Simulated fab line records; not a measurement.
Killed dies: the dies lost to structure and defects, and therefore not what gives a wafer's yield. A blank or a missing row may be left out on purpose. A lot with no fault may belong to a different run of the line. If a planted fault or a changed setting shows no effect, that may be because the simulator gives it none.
fab line records	flow rit_cmos	part 1 of 2: steps 1 to 43 of 45
record: lots: 6	wafers: 18	last_day: 7
route steps=202 shown ACTIVE@11 FOX1@20 FOX2@23 NWELL@28 PWELL@39 WELLDRIVE@50 SILICIDE@161 M1@202
lots untouched by any fault: they come from a run of this same line in which no faults occurred
start_h: hours from the record's opening day to when the first of the lot's shown wafers began	wait_h: how many hours have passed since the lot's step before this one	" as in the row above	L1.1+2: a row that stands for several wafers	- value missing, or start not given	* or withheld: withheld	< > ~ a bound
route shown NAME@n: a module of which the file shows steps, and the number in the route of the first	usual: mean and standard deviation over wafers with no fault	same: alike in all rows	chamber/n: place in a boat	sites: readings site by site	_std_site: how widely they spread, as a standard deviation	_edge_site: inner sites' mean taken away from outer sites' mean	radius_mm: for every site, how far away it sits from the centre of the wafer	mask NAME#n: copy n	behind: the most recent tool/chamber to have shaped the wafer	hold: the reason the lot was held/the length of the hold in hours/how it ended	device: transistor that didn't switch, given as n, p or np	end of line: the same wafers' tests at the end of the route	a step with no rows: only its recipe	killed: at the first sort, the dies lost to defects and structure; wafer yield is something else	map: shows each die of a wafer: x if killed, . if not, _ if none is there
set.NAME: the setting the step ran with; set.NAME@STEP: the setting that earlier step ran with	model.NAME: the simulator's own value behind a step, which no gauge read
lots seen at some steps along the route; tables by step, rows by wafer
services: from which hour (start_h, from the record's first day; less than 0 if before it) a tool's chamber was out of use, for how many hours, and why
== steps ==
step: RIT_ACTIVE_DEVELOP_10
recipe: resist: NOVOLAK	develop_time_s: 50	dev_temp_c: 23
step: RIT_ACTIVE_CD_MEAS_11
recipe: target_cd_nm: 1400
usual: cd_nm: 1399.7/2.5
lot.wafer	tool	chamber	start_h	wait_h	cd_nm
L146.1	cd_sem-02	-	29.44	-	1401.6
L146.4	"	-	"	"	1402.0
L146.6	"	-	"	"	1402.1
L149.2	cd_sem-02	-	44.70	-	1402.7
L149.4	"	-	"	"	1400.1
L149.5	"	-	"	"	1399.2
L150.1	cd_sem-02	-	49.95	-	1398.2
L150.3	"	-	"	"	1396.9
L150.5	"	-	"	"	1398.0
L153.2	cd_sem-02	-	64.49	-	1402.3
L153.3	"	-	"	"	1399.0
L153.6	"	-	"	"	1400.8
L163.1	cd_sem-02	-	115.30	-	1394.0
L163.2	"	-	"	"	1394.5
L163.6	"	-	"	"	1392.7
L165.2	cd_sem-02	-	124.84	-	1403.0
L165.3	"	-	"	"	1402.1
L165.4	"	-	"	"	1401.9
step: RIT_ACTIVE_HARDBAKE_12
recipe: resist: NOVOLAK	temp_c: 140	time_s: 60
step: RIT_ACTIVE_ETCH_13
recipe: stop_on: SiO2	chemistry: SF6	target: Si3N4	time_s: 210	over_etch_frac: 0.4	SF6_flow_sccm: 200	pressure_mtorr: 260	rf_w: 125	target_depth_a: 2100
usual: SF6_flow_sccm: 199.9/0.56	drypump_motor_current_A: 5.8/0.5	oes_product_au: 0.821/0.014	throttle_valve_pct: 7.42/0.079
lot.wafer	tool	chamber	start_h	wait_h	SF6_flow_sccm	drypump_motor_current_A	oes_product_au	rf_hours_counter_h	throttle_valve_pct
L146.1	rie_diel-02	2	29.71	0.1	199.5	5.6	0.801	33	7.52
L146.4	"	0	"	"	200.2	6.5	0.805	127	7.45
L146.6	"	2	"	"	199.9	5.6	0.803	-	7.50
L149.2	rie_diel-01	3	44.95	0.1	200.2	5.9	0.834	77	7.44
L149.4	"	1	"	"	198.4	6.4	0.824	41	7.36
L149.5	"	3	"	"	199.2	5.9	0.842	-	7.46
L150.1	rie_diel-02	2	50.22	0.1	200.2	5.6	0.802	34	7.51
L150.3	"	3	"	"	200.3	5.8	0.822	5	7.46
L150.5	"	2	"	"	200.0	5.6	0.803	-	7.51
L153.2	rie_diel-04	0	64.74	0.1	200.0	5.2	0.800	103	7.44
L153.3	"	2	"	"	200.0	6.3	0.840	105	7.58
L153.6	"	1	"	"	199.8	5.5	0.826	-	7.36
L163.1	rie_diel-01	1	115.57	0.1	200.6	6.4	0.827	42	7.35
L163.2	"	0	"	"	200.4	5.9	0.807	37	7.29
L163.6	"	1	"	"	199.8	6.3	0.811	-	7.35
L165.2	rie_diel-04	0	125.09	0.1	198.8	5.1	0.798	104	7.46
L165.3	"	1	"	"	199.5	5.5	0.825	3	7.35
L165.4	"	0	"	"	199.2	5.1	0.798	-	7.47
step: RIT_ACTIVE_STRIP_14
recipe: chemistry: O2	time_s: 180	resist: NOVOLAK	platen_temp_c: withheld	power_w: 500	pressure_mtorr: 4000	o2_flow_sccm: 4000
usual: drypump_motor_current_A: 5.8/0.3	rf_refl_power_W: 6.2/1.1
lot.wafer	tool	chamber	start_h	wait_h	drypump_motor_current_A	rf_hours_counter_h	rf_refl_power_W
L146.1	plasma_asher-02	1	29.84	0.1	5.6	25	6.5
L146.4	"	1	"	"	5.7	-	6.6
L146.6	"	1	"	"	5.7	-	6.5
L149.2	plasma_asher-02	0	45.08	0.1	6.3	26	4.9
L149.4	"	1	"	"	5.6	-	6.4
L149.5	"	0	"	"	6.3	-	4.7
L150.1	plasma_asher-04	1	50.35	0.1	5.7	39	4.8
L150.3	"	0	"	"	6.0	-	7.5
L150.5	"	1	"	"	5.7	-	5.0
L153.2	plasma_asher-04	1	64.88	0.1	5.7	41	5.0
L153.3	"	1	"	"	5.7	-	4.9
L153.6	"	1	"	"	5.7	-	5.1
L163.1	plasma_asher-04	1	115.71	0.1	5.7	47	5.0
L163.2	"	0	"	"	6.0	47	7.3
L163.6	"	0	"	"	6.0	-	7.4
L165.2	plasma_asher-04	1	125.23	0.1	5.7	48	4.9
L165.3	"	1	"	"	5.7	-	4.9
L165.4	"	0	"	"	6.0	-	7.4
step: RIT_ACTIVE_CD_MEAS_90
recipe: target_cd_nm: 1400
usual: cd_nm: 1399.7/2.5
lot.wafer	tool	chamber	start_h	wait_h	cd_nm
L146.1	cd_sem-01	-	30.02	0.1	1401.8
L146.4	"	-	"	"	1402.0
L146.6	"	-	"	"	1402.2
L149.2	cd_sem-01	-	45.28	0.1	1402.3
L149.4	"	-	"	"	1400.8
L149.5	"	-	"	"	1400.2
L150.1	cd_sem-01	-	50.52	0.1	1398.0
L150.3	"	-	"	"	1396.7
L150.5	"	-	"	"	1398.2
L153.2	cd_sem-01	-	65.07	0.1	1402.6
L153.3	"	-	"	"	1399.4
L153.6	"	-	"	"	1400.7
L163.1	cd_sem-01	-	115.88	0.1	1394.3
L163.2	"	-	"	"	1394.9
L163.6	"	-	"	"	1392.9
L165.2	cd_sem-01	-	125.42	0.1	1403.1
L165.3	"	-	"	"	1402.3
L165.4	"	-	"	"	1402.2
step: RIT_ACTIVE_CLEAN_15
recipe: chemistry: SC1	mix: 3:3:50	time_s: 600	temp_c: 75
step: RIT_ACTIVE_CLEAN_16
recipe: chemistry: dHF	dilution: 50:1	time_s: 30
step: RIT_ACTIVE_CLEAN_17
recipe: chemistry: SC2	mix: 3:3:50	time_s: 600	temp_c: 75	dry: n2_spin
step: RIT_FOX1_OXIDATION_00
recipe: temp_c: 1100	ambient: H2O	target_thk_a: 3507	p_h2o_torr: 720	ox_time_s: 1130
step: RIT_FOX1_THK_MEAS_01
recipe: reads: SiO2_of_FOX1_OXIDATION_00
usual: FOX1_OXIDE_THK: 351/7.2
lot.wafer	tool	chamber	start_h	wait_h	FOX1_OXIDE_THK[nm]
L146.1	film_metro-03	-	33.60	0.0	335
L146.4	"	-	"	"	340
L146.6	"	-	"	"	338
L149.2	film_metro-01	-	48.43	0.0	358
L149.4	"	-	"	"	362
L149.5	"	-	"	"	364
L150.1	film_metro-03	-	53.41	0.0	363
L150.3	"	-	"	"	356
L150.5	"	-	"	"	359
L153.2	film_metro-02	-	68.33	0.0	353
L153.3	"	-	"	"	351
L153.6	"	-	"	"	352
L163.1	film_metro-01	-	118.97	0.0	344
L163.2	"	-	"	"	342
L163.6	"	-	"	"	347
L165.2	film_metro-03	-	129.13	0.0	339
L165.3	"	-	"	"	340
L165.4	"	-	"	"	342
step: RIT_FOX1_WET_ETCH_02
recipe: chemistry: BOE	target_depth_nm: 350	time_s: 390	temp_c: 21.5	dry: n2_spin	dilution: 10:1	target: SiO2
step: RIT_FOX2_OXIDATION_00
recipe: temp_c: 1100	ambient: H2O	target_thk_a: 3507	p_h2o_torr: 720	ox_time_s: 1168
usual: spike_tc_centre_C: 1102.1/1.2	spike_tc_load_C: 1126.2/2.3	spike_tc_source_C: 1127.8/1.2	tube_center_temp_C: 1100/0.096	tube_center_temp_C_max: 1102.8/0.44	zone_power_centre_pct: 55/4.5	zone_power_source_pct: 44/6.8
lot.wafer	tool	chamber	start_h	wait_h	spike_tc_centre_C	spike_tc_load_C	spike_tc_source_C	tube_center_temp_C	tube_center_temp_C_max	zone_power_centre_pct	zone_power_source_pct	model.SiO2_of_FOX2_OXIDATION_00.thk_nm
L146.1	furnace-01	0	33.79	0.0	1102.1	1129.3	1125.8	1100	1103.3	61	33	355
L146.4	"	0	"	"	1102.3	1128.9	1125.5	1100.2	1103.0	62	33	353.8
L146.6	"	0	"	"	1101.0	1127.9	1128.1	1100.1	1103.6	61	33	353.8
L149.2	furnace-03	0	48.60	0.0	1100.0	1124.4	1126.0	1100	1103.2	57	50	364.4
L149.4	"	0	"	"	1100.1	1125.1	1126.5	1100	1102.4	56	50	371.7
L149.5	"	0	"	"	1104.4	1123.4	1127.0	1100.1	1102.7	57	50	363.3
L150.1	furnace-04	0	53.60	0.0	1102.3	1130.6	1127.5	1100	1102.2	49	42	364.9
L150.3	"	0	"	"	1103.4	1128.6	1128.7	1099.9	1103.2	50	43	364.7
L150.5	"	0	"	"	1103.6	1127.9	1127.3	1100.1	1102.7	50	43	360.7
L153.2	furnace-04	0	68.50	0.0	1101.3	1129.3	1127.7	1100	1103.4	50	43	361.3
L153.3	"	0	"	"	1102.3	1129.3	1128.8	1100.1	1103.6	50	41	361.9
L153.6	"	0	"	"	1099.5	1128.3	1128.1	1100.1	1102.9	50	41	360.4
L163.1	furnace-03	0	119.95	0.8	1117.0	1140.4	1142.2	1114.9	1118.1	58	52	376.9
L163.2	"	0	"	"	1115.6	1139.3	1142.1	1114.8	1117.7	58	52	377.2
L163.6	"	0	"	"	1117.7	1139.7	1144.0	1115.2	1118.0	56	53	382.6
L165.2	furnace-03	0	130.42	1.1	1117.6	1138.2	1144.8	1114.9	1117.7	59	52	396.4
L165.3	"	0	"	"	1117.7	1139.8	1143.4	1114.9	1118.9	58	53	395.4
L165.4	"	0	"	"	1115.8	1139.2	1143.3	1115.1	1117.5	58	52	393.7
step: RIT_FOX2_THK_MEAS_01
recipe: reads: SiO2_of_FOX2_OXIDATION_00
usual: FOX2_OXIDE_THK: 358/8
lot.wafer	tool	chamber	start_h	wait_h	FOX2_OXIDE_THK[nm]
L146.1	film_metro-04	-	35.10	0.0	355
L146.4	"	-	"	"	354
L146.6	"	-	"	"	354
L149.2	film_metro-04	-	49.92	0.0	365
L149.4	"	-	"	"	372
L149.5	"	-	"	"	363
L150.1	film_metro-02	-	54.91	0.0	365
L150.3	"	-	"	"	365
L150.5	"	-	"	"	361
L153.2	film_metro-03	-	69.82	0.0	361
L153.3	"	-	"	"	362
L153.6	"	-	"	"	360
L163.1	film_metro-02	-	121.27	0.0	377
L163.2	"	-	"	"	377
L163.6	"	-	"	"	383
L165.2	film_metro-03	-	131.75	0.0	396
L165.3	"	-	"	"	396
L165.4	"	-	"	"	394
step: RIT_FOX2_CLEAN_02
recipe: chemistry: dHF	dilution: 50:1	time_s: 180
step: RIT_FOX2_WET_ETCH_03
recipe: chemistry: H3PO4	target: Si3N4	target_depth_nm: 195	temp_c: 165	time_s: 2700
step: RIT_FOX2_THK_MEAS_90
recipe: reads: SiO2_of_FOX2_OXIDATION_00
usual: FIELD_OXIDE_LEFT_1_THK: 331/8.1
lot.wafer	tool	chamber	start_h	wait_h	FIELD_OXIDE_LEFT_1_THK[nm]
L146.1	film_metro-03	-	36.12	0.0	328
L146.4	"	-	"	"	327
L146.6	"	-	"	"	327
L149.2	film_metro-02	-	50.87	0.0	337
L149.4	"	-	"	"	344
L149.5	"	-	"	"	336
L150.1	film_metro-03	-	55.79	0.0	337
L150.3	"	-	"	"	337
L150.5	"	-	"	"	333
L153.2	film_metro-04	-	70.76	0.0	334
L153.3	"	-	"	"	334
L153.6	"	-	"	"	333
L163.1	film_metro-04	-	122.21	0.0	350
L163.2	"	-	"	"	350
L163.6	"	-	"	"	355
L165.2	film_metro-02	-	132.63	0.0	369
L165.3	"	-	"	"	368
L165.4	"	-	"	"	367
step: RIT_NWELL_HMDS_00
recipe: prime_time_s: 60	prime_temp_c: 140
step: RIT_NWELL_COAT_01
recipe: resist: NOVOLAK	spin_rpm: 2000	resist_thk_nm: 1300
step: RIT_NWELL_SOFTBAKE_02
recipe: resist: NOVOLAK	temp_c: 90	time_s: 60
step: RIT_NWELL_EXPOSE_03
recipe: mask_id: M2	na: 0.57	target_cd_nm: 43900	dose_mj: 250
step: RIT_NWELL_PEB_04
recipe: resist: NOVOLAK	temp_c: withheld	time_s: withheld
step: RIT_NWELL_DEVELOP_05
recipe: resist: NOVOLAK	develop_time_s: 68	dev_temp_c: 23
step: RIT_NWELL_OVL_MEAS_06
usual: NWELL_OVL: 0.6/1.4
lot.wafer	tool	chamber	start_h	wait_h	NWELL_OVL[nm]
L146.1	overlay-01	-	37.19	-	1.6
L146.4	"	-	"	"	2.3
L146.6	"	-	"	"	-0.3
L149.2	overlay-01	-	51.93	-	-2.3
L149.4	"	-	"	"	-1.3
L149.5	"	-	"	"	1.1
L150.1	overlay-02	-	56.86	-	-0.9
L150.3	"	-	"	"	0.3
L150.5	"	-	"	"	0.6
L153.2	overlay-02	-	71.82	-	1.2
L153.3	"	-	"	"	-1.3
L153.6	"	-	"	"	-0.9
L163.1	overlay-02	-	123.36	-	0.3
L163.2	"	-	"	"	-0.4
L163.6	"	-	"	"	-0.2
L165.2	overlay-02	-	133.56	-	1.2
L165.3	"	-	"	"	-1.4
L165.4	"	-	"	"	0.8
step: RIT_NWELL_HARDBAKE_07
recipe: resist: NOVOLAK	temp_c: 140	time_s: 120
step: RIT_NWELL_IMPLANT_08
recipe: species: P	energy_kev: 170	dose_cm2: 5e+13	tilt_deg: 7
step: RIT_NWELL_STRIP_09
recipe: chemistry: O2	time_s: 180	resist: NOVOLAK	platen_temp_c: withheld	power_w: 500	pressure_mtorr: 4000	o2_flow_sccm: 4000
usual: drypump_motor_current_A: 5.8/0.55	rf_refl_power_W: 6.2/1.1
lot.wafer	tool	chamber	start_h	wait_h	drypump_motor_current_A	rf_hours_counter_h	rf_refl_power_W
L146.1	plasma_asher-03	1	37.62	0.1	5.6	40	6.5
L146.4	"	0	"	"	5.3	-	7.7
L146.6	"	0	"	"	5.2	-	7.4
L149.2	plasma_asher-02	0	52.36	0.1	6.2	27	4.8
L149.4	"	0	"	"	6.3	-	4.7
L149.5	"	1	"	"	5.7	-	7.2
L150.1	plasma_asher-03	0	57.29	0.1	5.3	43	7.7
L150.3	"	0	"	"	5.3	-	7.7
L150.5	"	1	"	"	5.6	-	6.3
L153.2	plasma_asher-02	1	72.25	0.1	5.7	29	6.6
L153.3	"	1	"	"	5.6	-	6.8
L153.6	"	0	"	"	6.2	-	4.6
L163.1	plasma_asher-02	1	123.91	0.1	5.6	35	6.8
L163.2	"	0	"	"	6.3	35	4.8
L163.6	"	0	"	"	6.3	-	4.8
L165.2	plasma_asher-02	0	133.99	0.1	6.2	36	4.8
L165.3	"	1	"	"	5.6	-	6.4
L165.4	"	0	"	"	6.3	-	4.8
step: RIT_NWELL_TW_MEAS_10
usual: NWELL_TW: 2131/13
lot.wafer	tool	chamber	start_h	wait_h	NWELL_TW
L146.1	film_metro-01	-	37.80	0.1	2128
L146.4	"	-	"	"	2131
L146.6	"	-	"	"	2126
L149.2	film_metro-01	-	52.54	0.1	2131
L149.4	"	-	"	"	2129
L149.5	"	-	"	"	2128
L150.1	film_metro-01	-	57.47	0.1	2123
L150.3	"	-	"	"	2121
L150.5	"	-	"	"	2126
L153.2	film_metro-03	-	72.43	0.1	2123
L153.3	"	-	"	"	2115
L153.6	"	-	"	"	2122
L163.1	film_metro-01	-	124.08	0.1	2149
L163.2	"	-	"	"	2151
L163.6	"	-	"	"	2144
L165.2	film_metro-03	-	134.18	0.1	2102
L165.3	"	-	"	"	2124
L165.4	"	-	"	"	2125
step: RIT_PWELL_HMDS_00
recipe: prime_time_s: 60	prime_temp_c: 140
step: RIT_PWELL_COAT_01
recipe: resist: NOVOLAK	spin_rpm: 2000	resist_thk_nm: 1300
step: RIT_PWELL_SOFTBAKE_02
recipe: resist: NOVOLAK	temp_c: 90	time_s: 60
step: RIT_PWELL_EXPOSE_03
recipe: mask_id: M3	na: 0.57	target_cd_nm: 43700	dose_mj: 250
step: RIT_PWELL_PEB_04
recipe: resist: NOVOLAK	temp_c: withheld	time_s: withheld
step: RIT_PWELL_DEVELOP_05
recipe: resist: NOVOLAK	develop_time_s: 68	dev_temp_c: 23
step: RIT_PWELL_OVL_MEAS_06
usual: PWELL_OVL: 0.9/1.4
lot.wafer	tool	chamber	start_h	wait_h	PWELL_OVL[nm]
L146.1	overlay-01	-	39.00	-	0.4
L146.4	"	-	"	"	1.4
L146.6	"	-	"	"	0.6
L149.2	overlay-02	-	53.60	-	2.6
L149.4	"	-	"	"	1.6
L149.5	"	-	"	"	1.4
L150.1	overlay-02	-	58.71	-	1.8
L150.3	"	-	"	"	0.2
L150.5	"	-	"	"	3.0
L153.2	overlay-02	-	73.50	-	3.1
L153.3	"	-	"	"	1.5
L153.6	"	-	"	"	0.9
L163.1	overlay-02	-	125.02	-	3.1
L163.2	"	-	"	"	2.2
L163.6	"	-	"	"	1.6
L165.2	overlay-02	-	135.12	-	2.1
L165.3	"	-	"	"	4.3
L165.4	"	-	"	"	2.6
step: RIT_PWELL_HARDBAKE_07
recipe: resist: NOVOLAK	temp_c: 140	time_s: 120
step: RIT_PWELL_IMPLANT_08
recipe: species: B	energy_kev: 168	dose_cm2: 7e+13	tilt_deg: 7
step: RIT_PWELL_STRIP_09
recipe: chemistry: O2	time_s: 180	resist: NOVOLAK	platen_temp_c: withheld	power_w: 500	pressure_mtorr: 4000	o2_flow_sccm: 4000
usual: drypump_motor_current_A: 5.9/0.53	rf_refl_power_W: 6.1/1.2
lot.wafer	tool	chamber	start_h	wait_h	drypump_motor_current_A	rf_hours_counter_h	rf_refl_power_W
L146.1	plasma_asher-01	1	39.44	0.1	5.0	39	7.5
L146.4	"	1	"	"	5.0	-	7.6
L146.6	"	1	"	"	5.0	-	7.6
L149.2	plasma_asher-01	0	54.03	0.1	6.6	40	4.8
L149.4	"	0	"	"	6.6	-	4.8
L149.5	"	1	"	"	5.0	-	7.4
L150.1	plasma_asher-04	1	59.14	0.1	5.7	40	4.9
L150.3	"	1	"	"	5.7	-	5.0
L150.5	"	0	"	"	6.0	-	7.4
L153.2	plasma_asher-04	0	73.93	0.1	6.0	42	7.5
L153.3	"	1	"	"	5.7	-	4.9
L153.6	"	1	"	"	5.7	-	5.0
L163.1	plasma_asher-02	1	125.46	0.1	5.6	35	6.8
L163.2	"	0	"	"	6.3	35	4.7
L163.6	"	1	"	"	5.6	-	6.6
L165.2	plasma_asher-02	0	135.55	0.1	6.2	36	4.9
L165.3	"	0	"	"	6.2	-	4.7
L165.4	"	1	"	"	5.6	-	7.2
step: RIT_PWELL_TW_MEAS_10
usual: PWELL_TW: 944/5.5
lot.wafer	tool	chamber	start_h	wait_h	PWELL_TW
L146.1	film_metro-01	-	39.61	0.1	940
L146.4	"	-	"	"	943
L146.6	"	-	"	"	947
L149.2	film_metro-03	-	54.22	0.1	942
L149.4	"	-	"	"	934
L149.5	"	-	"	"	943
L150.1	film_metro-03	-	59.32	0.1	937
L150.3	"	-	"	"	932
L150.5	"	-	"	"	941
L153.2	film_metro-03	-	74.11	0.1	942
L153.3	"	-	"	"	937
L153.6	"	-	"	"	942
L163.1	film_metro-04	-	125.64	0.1	952
L163.2	"	-	"	"	948
L163.6	"	-	"	"	948
L165.2	film_metro-03	-	135.73	0.1	934
L165.3	"	-	"	"	937
L165.4	"	-	"	"	938
step: RIT_WELLDRIVE_ANNEAL_00
recipe: temp_c: 1100	time_s: 14700	ambient: N2
step: RIT_WELLDRIVE_RS_MEAS_01
recipe: thk_meas_gauge: four-point-probe
usual: NWELL_RS: 275.7/0.87
lot.wafer	tool	chamber	start_h	wait_h	NWELL_RS[ohm/sq]
L146.1	film_metro-01	-	44.76	0.0	277.1
L146.4	"	-	"	"	277.5
L146.6	"	-	"	"	278.2
L149.2	film_metro-04	-	60.28	0.0	275.8
L149.4	"	-	"	"	275.3
L149.5	"	-	"	"	275.0
L150.1	film_metro-03	-	64.46	0.0	275.5
L150.3	"	-	"	"	275.4
L150.5	"	-	"	"	275.4
L153.2	film_metro-04	-	80.32	0.0	275.3
L153.3	"	-	"	"	276.1
L153.6	"	-	"	"	276.1
L163.1	film_metro-04	-	132.37	0.0	275.1
L163.2	"	-	"	"	274.6
L163.6	"	-	"	"	274.9
L165.2	film_metro-01	-	141.86	0.0	277.1
L165.3	"	-	"	"	276.6
L165.4	"	-	"	"	276.4
step: RIT_WELLDRIVE_RS_MEAS_02
recipe: thk_meas_gauge: four-point-probe
usual: PWELL_RS: 430.7/0.99
lot.wafer	tool	chamber	start_h	wait_h	PWELL_RS[ohm/sq]
L146.1	film_metro-01	-	44.88	0.1	431.3
L146.4	"	-	"	"	431.5
L146.6	"	-	"	"	429.3
L149.2	film_metro-04	-	60.40	0.1	428.8
L149.4	"	-	"	"	429.2
L149.5	"	-	"	"	430.0
L150.1	film_metro-03	-	64.58	0.1	429.1
L150.3	"	-	"	"	429.6
L150.5	"	-	"	"	428.4
L153.2	film_metro-04	-	80.44	0.1	430.3
L153.3	"	-	"	"	431.1
L153.6	"	-	"	"	430.3
L163.1	film_metro-04	-	132.49	0.1	430.8
L163.2	"	-	"	"	432.8
L163.6	"	-	"	"	431.2
L165.2	film_metro-01	-	141.98	0.1	431.2
L165.3	"	-	"	"	431.7
L165.4	"	-	"	"	431.1
step: RIT_FOX2_THK_MEAS_91
recipe: reads: SiO2_of_FOX2_OXIDATION_00
usual: FIELD_OXIDE_LEFT_2_THK: 263/8.2
lot.wafer	tool	chamber	start_h	wait_h	FIELD_OXIDE_LEFT_2_THK[nm]
L146.1	film_metro-03	-	48.53	0.0	260
L146.4	"	-	"	"	259
L146.6	"	-	"	"	259
L149.2	film_metro-02	-	64.43	0.0	270
L149.4	"	-	"	"	277
L149.5	"	-	"	"	269
L150.1	film_metro-03	-	68.38	0.0	269
L150.3	"	-	"	"	269
L150.5	"	-	"	"	265
L153.2	film_metro-04	-	84.20	0.0	266
L153.3	"	-	"	"	267
L153.6	"	-	"	"	266
L163.1	film_metro-03	-	136.31	0.0	282
L163.2	"	-	"	"	283
L163.6	"	-	"	"	288
L165.2	film_metro-03	-	145.65	0.0	301
L165.3	"	-	"	"	301
L165.4	"	-	"	"	299
== key ==
first_sign: step: RIT_FOX2_OXIDATION_00	reading: tube_center_temp_C	direction: up	sigmas: 99+	usual: *	struck: *
effect: step: RIT_FOX2_OXIDATION_00	reading: tube_center_temp_C_max	direction: up	sigmas: 34	usual: *	struck: *
effect: step: RIT_FOX2_THK_MEAS_01	reading: FOX2_OXIDE_THK	direction: up	sigmas: 3.6	usual: 358	struck: 387
effect: step: RIT_FOX2_THK_MEAS_90	reading: FIELD_OXIDE_LEFT_1_THK	direction: up	sigmas: 3.6	usual: 331	struck: 360
effect: step: RIT_FOX2_THK_MEAS_91	reading: FIELD_OXIDE_LEFT_2_THK	direction: up	sigmas: 3.6	usual: 263	struck: 292
model_effect: step: RIT_FOX2_OXIDATION_00	value: SiO2_of_FOX2_OXIDATION_00.thk_nm	without: 363.3	struck: 387
model_effect: step: RIT_SILICIDE_WET_ETCH_00	value: SiO2_of_FOX2_OXIDATION_00.thk_nm	without: 163	struck: 186.8
model_effect: step: RIT_M1_PROBE_99	value: etest.pldd.width_nm	without: 3158	struck: 3126
met_at RIT_FOX2_OXIDATION_00
struck_wafers L163.1,L163.2,L163.6,L165.2,L165.3,L165.4
tester_left_out L163,L165
onset_between 48.60 119.95
fault: kind: process_parameter_drift	tool: furnace-03	chamber: -	onset_h: 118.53	steps: RIT_FOX2_OXIDATION_00	channel: temp_c	offset: *	shape: step	end_h: 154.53	acts_in: *	stated: *
tester_left_out: of these lots the tester's yield and bins aren't shown, on N5 and GAA mostly nor the transistor test; their killed dies are dies lost to structure and defects alone, not to doping, threshold or leakage, so they don't give the yield
